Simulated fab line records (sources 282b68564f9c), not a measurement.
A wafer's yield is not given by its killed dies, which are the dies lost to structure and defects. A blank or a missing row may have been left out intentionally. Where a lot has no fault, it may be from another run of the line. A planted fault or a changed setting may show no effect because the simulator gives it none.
A lot that was struck, set against a sound lot + flow rit cmos + 18 out of 202 route steps
Sound: the wafers L863.2, L863.4, L863.6. Wafers struck: L862.3, L862.4, L862.5. Last of all comes the cause.
For every step that has rows: the tool of each side, followed by ch and its chambers, followed by its first start. Under that, the readings that differ: sound wafers + struck wafers + difference of the means + sigmas: that difference in standard deviations of wafers without a fault.
alike: readings with means less than 2 such deviations apart, plus words and numbers identical on both sides. not compared: withheld readings, readings lacking a value on some wafer, bounds such as >300 that could conceal the same value, and numbers that have no deviation in the record and whose values overlap.
A row with sigmas, a row that says differs or no value, or rows on one side alone: a step with any of these is where the two part. Numbers that have no deviation but don't overlap get no sigmas and don't part them. Lack of a reading on every wafer of one side parts them only where that side has two or more wafers.

first, 2 steps without rows for these wafers: RIT_NWELL_HARDBAKE_07 (time 120 s); RIT_NWELL_IMPLANT_08.
RIT_NWELL_STRIP_09: strips in O2, time 180 s.
  sound on plasma asher-01 ch 0, day 6 06:08; struck on plasma asher-02 ch 0,1, day 6 03:23
  alike: chamber pressure mTorr, drypump motor current A
  not compared: rf hours counter h
RIT_NWELL_TW_MEAS_10:
  sound on film metro-02 at day 6 06:19; struck on film metro-02 at day 6 03:31
  alike: NWELL_TW
then, 6 steps without rows for these wafers: RIT_PWELL_HMDS_00 (prime time 60 s); RIT_PWELL_COAT_01 (resist thk 1300 nm); RIT_PWELL_SOFTBAKE_02 (time 60 s); RIT_PWELL_EXPOSE_03 (exposes mask M3, target cd 43700 nm); RIT_PWELL_PEB_04; RIT_PWELL_DEVELOP_05 (develop time 68 s).
RIT_PWELL_OVL_MEAS_06:
  sound on overlay-02 at day 6 07:26; struck on overlay-01 at day 6 04:43
| reading        | sound       | struck         | difference | sigmas |
|----------------|-------------|----------------|------------|--------|
| PWELL_OVL (nm) | 1.2 1.8 2.7 | -0.3 -1.5 -0.4 | -2.6       | -2     |
then, 1 step without rows for these wafers: RIT_PWELL_HARDBAKE_07 (time 120 s).
RIT_PWELL_IMPLANT_08:
  sound on implanter-01 ch 0, day 6 07:45; struck on implanter-04 ch 0, day 6 05:03
| reading            | sound                         | struck                       | difference | sigmas      |
|--------------------|-------------------------------|------------------------------|------------|-------------|
| dose ions cm2      | 6.993e+13 6.984e+13 6.994e+13 | 8.13e+13 8.117e+13 8.132e+13 | +1.14e+13  | +99 or more |
| faraday current uA | 226 230 221                   | 254 254 261                  | +31        | +7          |
RIT_PWELL_STRIP_09: strips in O2, time 180 s.
  sound on plasma asher-03 ch 1, day 6 07:52; struck on plasma asher-03 ch 0,1, day 6 05:13
  alike: chamber pressure mTorr, drypump motor current A
  not compared: rf hours counter h
RIT_PWELL_TW_MEAS_10:
  sound on film metro-02 at day 6 08:04; struck on film metro-01 at day 6 05:34
| reading  | sound       | struck        | difference | sigmas |
|----------|-------------|---------------|------------|--------|
| PWELL_TW | 951 947 943 | 1010 1006 999 | +58        | +12    |
  not compared: hold
RIT_WELLDRIVE_RS_MEAS_01: measures by four-point-probe.
  sound on film metro-01 at day 6 14:11; struck on film metro-01 at day 6 16:58
  alike: NWELL_RS
RIT_WELLDRIVE_RS_MEAS_02: measures by four-point-probe.
  sound on film metro-01 at day 6 14:19; struck on film metro-01 at day 6 17:22
| reading           | sound             | struck            | difference | sigmas |
|-------------------|-------------------|-------------------|------------|--------|
| PWELL_RS (ohm/sq) | 430.6 429.0 430.0 | 390.3 390.5 389.7 | -39.7      | -36    |
  not compared: hold
RIT_M1_PROBE_99:
  sound on prober-01 at day 7 20:22; struck on prober-02 at day 8 06:28
  alike: killed at contacts, killed at front end, killed dies, killed open, killed short

## WHERE THEY PART
Earliest at RIT_PWELL_OVL_MEAS_06; latest, in this record, at RIT_WELLDRIVE_RS_MEAS_02. Later steps at which nothing parts them and some readings are alike: RIT_M1_PROBE_99.

WHY: whatever the simulator had introduced
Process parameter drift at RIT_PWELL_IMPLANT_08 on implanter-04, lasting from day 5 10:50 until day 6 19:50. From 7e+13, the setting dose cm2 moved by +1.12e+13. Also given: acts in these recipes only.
